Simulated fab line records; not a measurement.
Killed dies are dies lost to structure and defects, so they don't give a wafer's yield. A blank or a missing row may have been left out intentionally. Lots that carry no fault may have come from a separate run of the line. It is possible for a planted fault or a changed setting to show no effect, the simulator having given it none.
8D (eight disciplines) problem report, filled in by code / flow berkeley cmos170 / the parts of the form that need people (team, actions taken, sign-off) are left out

1. THE ISSUE
At UCB170_V2_ETCH_14, run length s averages 266.2 s over 9 wafers from 3 lots, while fault-free wafers read 319.3 s, standard deviation 0.54. Relative to the usual mean, that is a shift of -98 standard deviations.
The step: etches SiO2 in CHF3/CF4/Ar, stops on Al, target depth 1250 nm, time 291 s.
First seen on wafer L270.4, day 9 02:28, on rie diel-01. Wafers with a number at this step in the record: 45, from 15 lots. Rule for "out", or "out of limits": more than 4 standard deviations from the usual mean. Any other wafer with a number is counted as sound.

2. WHAT IT IS AND WHAT IT IS NOT
question=which readings at this step | is=run length s, oes product au | is not=drypump motor current A
question=which lots | is=L270, L272, L273 | is not=L268, L271, L276, L281, L282, L284, L285, L286, L287, L288, L289, L291
question=which wafers of those lots | is=all that have a number | is not=-
question=read on which tools | is=rie diel-01 | is not=rie diel-02, rie diel-03
question=when | is=from day 9 02:28 | is not=up to then (6 sound wafers); but 30 sound wafers of L276, L281, L282, L284, L285, L286, L287, L288, L289, L291 came after

3. SUSPECTS, AND WHAT RULES EACH OUT
Counting: any tool at a process step up to the reading is kept as a suspect provided that every lot that is out went through it and no sound lot did after the first of them.
- rie diel-01 at UCB170_V2_ETCH_14 (etches SiO2 in CHF3/CF4/Ar, stops on Al, target depth 1250 nm, time 291 s): ruled out as a lasting fault. Sound lots L287, L291, L289 ran on it after its first lot that is out, L270 (day 9 02:28).
Left after counting: nothing in the record.

4. THE CAUSE (what the simulator had put in)
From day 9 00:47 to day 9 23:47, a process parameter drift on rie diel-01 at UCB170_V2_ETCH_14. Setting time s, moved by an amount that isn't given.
Counting ruled it out, wrongly.

5. THE EFFECT CHAIN, in route order
One row per reading whose mean, taken over the struck wafers that have a number, lies over 3 standard deviations from the usual. Scope: only readings with a usual standard deviation given in the record; hours: median across lots of the time from each lot's start at the first step in this table that gives one to its start at this step; sigmas: change in usual standard deviations.
hours=0; step=UCB170_V2_ETCH_14; reading=oes product au; usual=0.878 a.u.; on struck wafers=1.005; change=+0.127; sigmas=+14
hours=0; step=UCB170_V2_ETCH_14; reading=run length s; usual=319.3 s; on struck wafers=266.2; change=-53.1; sigmas=-98
hours=0; step=UCB170_V2_STRIP_15; reading=strip time to endpoint s; usual=15.37 s; on struck wafers=16.48; change=+1.11; sigmas=+9.3
Process steps it contains:
- UCB170_V2_ETCH_14: etches SiO2 in CHF3/CF4/Ar, stops on Al, target depth 1250 nm, time 291 s.
- UCB170_V2_STRIP_15: strips in O2.

6. HOW IT WOULD HAVE BEEN CAUGHT EARLIER
The fault began at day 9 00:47; the first out-of-limits reading in this record came at day 9 02:28, 2 hours later.
